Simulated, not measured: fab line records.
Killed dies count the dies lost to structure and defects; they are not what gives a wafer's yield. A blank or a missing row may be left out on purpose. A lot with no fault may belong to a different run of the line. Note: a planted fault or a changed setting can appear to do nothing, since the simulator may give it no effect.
A sampling plan put to the test	flow berkeley cmos170	one fab line, 36 faults that these records tell of, each judged on the records of the lots that it struck
The line's own looks make up the plan; these are the steps of the route where a gauge or inspection reads the wafer and leaves it unchanged. Where struck wafers have a number at a look and the file lists that look's usual mean and standard deviation on fault-free wafers, the look can be judged. Caught: at a look after the fault's first step, the mean of the struck wafers lies 4 or more of those standard deviations (sigma) from the usual mean. On the tool: the fault's steps, tested the same way using the tool's own readings. Caught also covers a different recipe on the struck wafers, or a record left blank for those wafers only.

== THE FAULTS, as the simulator had put them in ==
1. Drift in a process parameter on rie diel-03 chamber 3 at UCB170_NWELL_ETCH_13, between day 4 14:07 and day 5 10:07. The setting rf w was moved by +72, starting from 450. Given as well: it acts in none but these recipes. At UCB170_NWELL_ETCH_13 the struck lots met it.
2. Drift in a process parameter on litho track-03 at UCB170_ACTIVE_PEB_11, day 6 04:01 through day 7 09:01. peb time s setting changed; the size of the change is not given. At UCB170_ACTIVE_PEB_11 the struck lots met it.
3. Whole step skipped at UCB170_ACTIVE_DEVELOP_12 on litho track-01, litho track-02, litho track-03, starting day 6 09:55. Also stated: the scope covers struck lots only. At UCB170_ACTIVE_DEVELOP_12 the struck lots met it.
4. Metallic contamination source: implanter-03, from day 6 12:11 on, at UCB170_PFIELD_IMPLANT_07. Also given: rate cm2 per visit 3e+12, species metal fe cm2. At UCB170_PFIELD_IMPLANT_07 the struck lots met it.
5. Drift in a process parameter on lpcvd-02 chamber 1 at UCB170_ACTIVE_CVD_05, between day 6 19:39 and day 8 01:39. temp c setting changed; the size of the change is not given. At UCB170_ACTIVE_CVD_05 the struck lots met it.
6. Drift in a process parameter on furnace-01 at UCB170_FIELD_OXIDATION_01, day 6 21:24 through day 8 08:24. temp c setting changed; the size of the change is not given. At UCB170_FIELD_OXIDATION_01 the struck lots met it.
7. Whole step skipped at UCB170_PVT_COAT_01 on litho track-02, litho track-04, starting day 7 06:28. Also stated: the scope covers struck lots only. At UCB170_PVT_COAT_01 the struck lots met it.
8. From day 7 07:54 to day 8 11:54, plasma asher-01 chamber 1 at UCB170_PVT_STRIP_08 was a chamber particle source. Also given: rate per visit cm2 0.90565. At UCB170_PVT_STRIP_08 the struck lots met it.
9. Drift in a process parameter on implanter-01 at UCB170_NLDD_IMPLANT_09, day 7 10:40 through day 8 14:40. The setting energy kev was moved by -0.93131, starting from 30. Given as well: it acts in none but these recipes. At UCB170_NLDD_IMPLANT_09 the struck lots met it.
10. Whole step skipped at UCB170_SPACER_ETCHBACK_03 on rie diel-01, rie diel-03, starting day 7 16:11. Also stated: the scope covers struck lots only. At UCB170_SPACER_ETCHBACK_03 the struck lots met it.
11. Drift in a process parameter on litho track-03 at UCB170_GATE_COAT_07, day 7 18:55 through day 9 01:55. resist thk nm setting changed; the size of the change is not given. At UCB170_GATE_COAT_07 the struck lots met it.
12. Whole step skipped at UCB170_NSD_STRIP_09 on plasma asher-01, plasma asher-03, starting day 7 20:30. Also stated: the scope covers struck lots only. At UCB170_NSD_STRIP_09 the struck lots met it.
13. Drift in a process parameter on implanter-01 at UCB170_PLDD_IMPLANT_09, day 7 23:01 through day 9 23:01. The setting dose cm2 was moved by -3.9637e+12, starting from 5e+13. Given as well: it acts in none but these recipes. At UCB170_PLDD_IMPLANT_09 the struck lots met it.
14. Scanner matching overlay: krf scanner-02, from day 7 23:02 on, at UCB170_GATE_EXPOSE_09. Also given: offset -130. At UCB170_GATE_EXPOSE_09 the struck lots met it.
15. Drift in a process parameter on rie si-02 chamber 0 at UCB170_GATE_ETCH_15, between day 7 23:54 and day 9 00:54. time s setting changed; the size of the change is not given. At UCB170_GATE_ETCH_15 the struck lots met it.
16. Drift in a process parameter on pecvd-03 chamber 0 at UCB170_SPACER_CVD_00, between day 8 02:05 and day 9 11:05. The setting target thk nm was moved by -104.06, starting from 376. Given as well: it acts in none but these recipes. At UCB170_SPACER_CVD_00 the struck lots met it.
17. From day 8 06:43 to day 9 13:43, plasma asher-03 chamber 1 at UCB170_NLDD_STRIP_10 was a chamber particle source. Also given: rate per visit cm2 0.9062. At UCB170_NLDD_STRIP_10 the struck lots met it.
18. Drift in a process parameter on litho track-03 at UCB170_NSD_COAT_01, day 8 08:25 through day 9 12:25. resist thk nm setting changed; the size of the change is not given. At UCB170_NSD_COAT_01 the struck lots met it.
19. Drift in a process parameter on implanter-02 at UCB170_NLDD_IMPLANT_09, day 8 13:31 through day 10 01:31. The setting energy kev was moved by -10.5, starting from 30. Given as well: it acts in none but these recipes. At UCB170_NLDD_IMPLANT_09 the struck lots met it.
20. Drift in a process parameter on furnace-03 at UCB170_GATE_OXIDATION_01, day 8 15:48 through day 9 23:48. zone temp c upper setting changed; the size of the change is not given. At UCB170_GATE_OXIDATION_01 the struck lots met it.
21. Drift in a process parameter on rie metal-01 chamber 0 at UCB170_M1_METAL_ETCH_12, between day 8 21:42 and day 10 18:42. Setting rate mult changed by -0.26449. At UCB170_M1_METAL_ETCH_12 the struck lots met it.
22. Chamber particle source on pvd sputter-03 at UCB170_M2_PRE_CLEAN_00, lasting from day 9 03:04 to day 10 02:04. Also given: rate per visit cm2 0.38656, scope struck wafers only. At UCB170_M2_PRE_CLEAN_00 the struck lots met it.
23. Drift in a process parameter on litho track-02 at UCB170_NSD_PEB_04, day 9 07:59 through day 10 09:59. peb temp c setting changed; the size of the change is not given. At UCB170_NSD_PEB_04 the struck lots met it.
24. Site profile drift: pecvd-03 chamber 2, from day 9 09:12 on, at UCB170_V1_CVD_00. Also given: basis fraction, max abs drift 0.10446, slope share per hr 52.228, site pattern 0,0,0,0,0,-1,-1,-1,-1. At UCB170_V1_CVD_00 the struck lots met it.
25. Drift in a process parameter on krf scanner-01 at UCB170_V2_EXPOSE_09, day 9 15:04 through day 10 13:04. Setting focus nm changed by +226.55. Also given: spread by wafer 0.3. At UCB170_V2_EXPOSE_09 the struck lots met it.
26. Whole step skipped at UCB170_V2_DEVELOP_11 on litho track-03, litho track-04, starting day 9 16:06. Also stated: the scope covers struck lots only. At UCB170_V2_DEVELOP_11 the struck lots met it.
27. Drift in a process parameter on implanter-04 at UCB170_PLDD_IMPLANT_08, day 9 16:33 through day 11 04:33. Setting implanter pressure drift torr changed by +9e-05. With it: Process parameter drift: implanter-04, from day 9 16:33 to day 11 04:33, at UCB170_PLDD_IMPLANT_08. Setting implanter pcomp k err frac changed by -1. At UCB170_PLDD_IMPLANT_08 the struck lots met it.
28. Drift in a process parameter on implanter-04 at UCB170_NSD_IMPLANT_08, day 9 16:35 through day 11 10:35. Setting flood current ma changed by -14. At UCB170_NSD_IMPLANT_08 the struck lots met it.
29. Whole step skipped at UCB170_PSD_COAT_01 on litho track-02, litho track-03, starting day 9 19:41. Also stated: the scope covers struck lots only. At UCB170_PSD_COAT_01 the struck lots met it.
30. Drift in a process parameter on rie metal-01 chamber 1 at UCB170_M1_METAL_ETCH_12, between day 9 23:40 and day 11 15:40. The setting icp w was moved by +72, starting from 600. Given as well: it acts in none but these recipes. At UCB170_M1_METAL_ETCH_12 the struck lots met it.
31. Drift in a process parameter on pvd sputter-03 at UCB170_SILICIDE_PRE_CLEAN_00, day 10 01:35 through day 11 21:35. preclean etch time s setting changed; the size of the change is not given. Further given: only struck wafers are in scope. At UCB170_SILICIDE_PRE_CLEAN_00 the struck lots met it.
32. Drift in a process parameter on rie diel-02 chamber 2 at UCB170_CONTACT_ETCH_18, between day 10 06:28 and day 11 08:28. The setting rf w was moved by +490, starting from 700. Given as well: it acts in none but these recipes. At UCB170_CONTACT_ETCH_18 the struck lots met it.
33. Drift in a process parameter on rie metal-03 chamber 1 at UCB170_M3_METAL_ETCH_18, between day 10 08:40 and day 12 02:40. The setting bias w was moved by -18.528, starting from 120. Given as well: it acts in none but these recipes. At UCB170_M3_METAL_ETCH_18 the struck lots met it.
34. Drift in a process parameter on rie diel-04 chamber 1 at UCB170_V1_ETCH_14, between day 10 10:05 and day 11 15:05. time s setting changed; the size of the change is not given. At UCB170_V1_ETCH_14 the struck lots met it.
35. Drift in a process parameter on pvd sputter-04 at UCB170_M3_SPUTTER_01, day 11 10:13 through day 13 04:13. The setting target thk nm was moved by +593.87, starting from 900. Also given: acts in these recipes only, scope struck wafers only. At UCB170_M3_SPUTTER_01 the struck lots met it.
36. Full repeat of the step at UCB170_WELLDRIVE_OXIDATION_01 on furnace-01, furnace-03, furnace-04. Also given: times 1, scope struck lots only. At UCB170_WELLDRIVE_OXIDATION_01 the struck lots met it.

== WHAT THE PLAN SAW ==
fault	on the tool itself	first look that catches it	reading, sigma	median hours from its first step to that look	hours from the fault's start to the first struck lot there	judged looks passed uncaught
1	rf fwd power W +51 sigma	no look after it can be judged	-	-	-	0
2	heater power total W +39 sigma	UCB170_ACTIVE_CD_MEAS_13	cd nm +4.0	0.3	0	0
3	no reading that can be judged	no look after it can be judged	-	-	-	0
4	no reading that can be judged	none of the 7 looks that can be judged after it	-	-	-	7
5	susceptor temp C +55 sigma	UCB170_ACTIVE_THK_MEAS_06	ACTIVE_NITRIDE_THK +53	1.9	9	0
6	tube center temp C +97 sigma	none of the 2 looks that can be judged after it	strongest: FIELD_OXIDE_LEFT_1_THK at UCB170_FIELD_THK_MEAS_90, +2.6	-	-	2
7	the tool's record is blank for the struck wafers	no look after it can be judged	-	-	-	0
8	under 2 sigma	none of the 3 looks that can be judged after it	-	-	-	3
9	beam energy keV -83 sigma	no look after it can be judged	-	-	-	0
10	no reading that can be judged	no look after it can be judged	-	-	-	0
11	under 2 sigma	UCB170_GATE_CD_MEAS_12	cd nm +4.6	1.7	5	0
12	the tool's record is blank for the struck wafers	no look after it can be judged	-	-	-	0
13	dose ions cm2 -86 sigma	UCB170_SDANNEAL_RS_MEAS_04	PLDD_RS +12	12.6	17	0
14	under 2 sigma	UCB170_GATE_OVL_MEAS_13	GATE_OVL -26	0.8	1	0
15	run length s -56 sigma	no look after it can be judged	-	-	-	0
16	under 2 sigma	UCB170_SPACER_THK_MEAS_01	SPACER_TEOS_THK -24	0.1	5	0
17	under 2 sigma	none of the 2 looks that can be judged after it	-	-	-	2
18	no reading that can be judged	no look after it can be judged	-	-	-	0
19	beam energy keV -99 or beyond sigma	UCB170_NLDD_TW_MEAS_11	NLDD_TW -4.6	0.2	7	0
20	under 2 sigma	UCB170_GATE_THK_MEAS_02	GATE_OXIDE_THK +7.0	1.5	7	0
21	under 2 sigma	UCB170_M1_CD_MEAS_90	cd nm +4.5	0.2	22	0
22	no reading that can be judged	not the one look that can be judged after it	strongest: M2_OVL at UCB170_M2_OVL_MEAS_16, -2.3	-	-	1
23	heater power total W +11 sigma	not the one look that can be judged after it	strongest: cd nm at UCB170_NSD_CD_MEAS_06, +3.9	-	-	1
24	under 2 sigma	UCB170_V1_THK_MEAS_01	V1_TEOS_THK -4.9	0.2	6	0
25	exposure dose mJ cm2 -4.7 sigma	none of the 2 looks that can be judged after it	strongest: cd nm at UCB170_V2_CD_MEAS_12, +2.8	-	-	2
26	no reading that can be judged	no look after it can be judged	-	-	-	0
27	end station pressure torr +99 or beyond sigma	UCB170_SDANNEAL_RS_MEAS_04	PLDD_RS -28	14.5	26	0
28	no reading that can be judged	none of the 8 looks that can be judged after it	-	-	-	8
29	the tool's record is blank for the struck wafers	none of the 2 looks that can be judged after it	-	-	-	2
30	rf fwd power W +35 sigma	no look after it can be judged	-	-	-	0
31	no reading that can be judged	no look after it can be judged	-	-	-	0
32	rf fwd power W +99 or beyond sigma	UCB170_CONTACT_CD_MEAS_90	cd nm +6.4	0.3	4	0
33	bias w -46 sigma	no look after it can be judged	-	-	-	0
34	run length s +27 sigma	not the one look that can be judged after it	-	-	-	1
35	under 2 sigma	UCB170_M3_RS_MEAS_02	M3_AL_RS -43	0.1	11	0
36	under 2 sigma	UCB170_WELLDRIVE_THK_MEAS_02	WELLDRIVE_OXIDE_THK +31	8.5	-	0
A dash: this means the fault isn't caught or the number doesn't appear in these records.

Caught at a look: 14 of 36. Caught on the tool: 18 of 36. By one or the other: 26 of 36.
On the tool alone, faults 1, 6, 7, 9, 12, 15, 23, 25, 29, 30, 33, 34 were caught.
Caught at a look alone: faults 11, 14, 16, 20, 21, 24, 35, 36.
Caught by neither: faults 3, 4, 8, 10, 17, 18, 22, 26, 28, 31.

== THINNER SAMPLING ==
In the worst case, this is how late the first struck lot would be measured if the look that catches a fault measured only every second or every third lot, by lot number:
fault	struck lots at that look, in order of time	every lot	every second lot	every third lot
2	L458, L457, L461	0 h	1 h	may miss all 3
5	L628, L627	9 h	9 h	may miss all 2
11	L972, L977	5 h	31 h	may miss all 2
13	L726, L727	17 h	19 h	may miss all 2
14	L763, L764, L766, L767	1 h	1 h	may miss all 4
16	L764, L770	5 h	may miss all 2	may miss all 2
19	L853, L855	7 h	may miss all 2	may miss all 2
20	L815	7 h	may miss it	may miss it
21	L435	22 h	may miss it	may miss it
24	L867, L871, L872	6 h	32 h	32 h
27	L271, L274	26 h	40 h	may miss all 2
32	L137, L140	4 h	19 h	may miss all 2
35	L383	11 h	may miss it	may miss it
Hours are from the fault's start to the first struck lot that is measured. Since the struck wafers were tested as one group against 4 sigma, a single lot by itself may lie under the limit. Other struck lots may not be in these records.

== THE LONGEST TIMED WAY FROM STEP TO LOOK ==
For fault 27, UCB170_PLDD_IMPLANT_08 and UCB170_SDANNEAL_RS_MEAS_04 are separated by a median of 14.5 hours. No look between them can be judged.
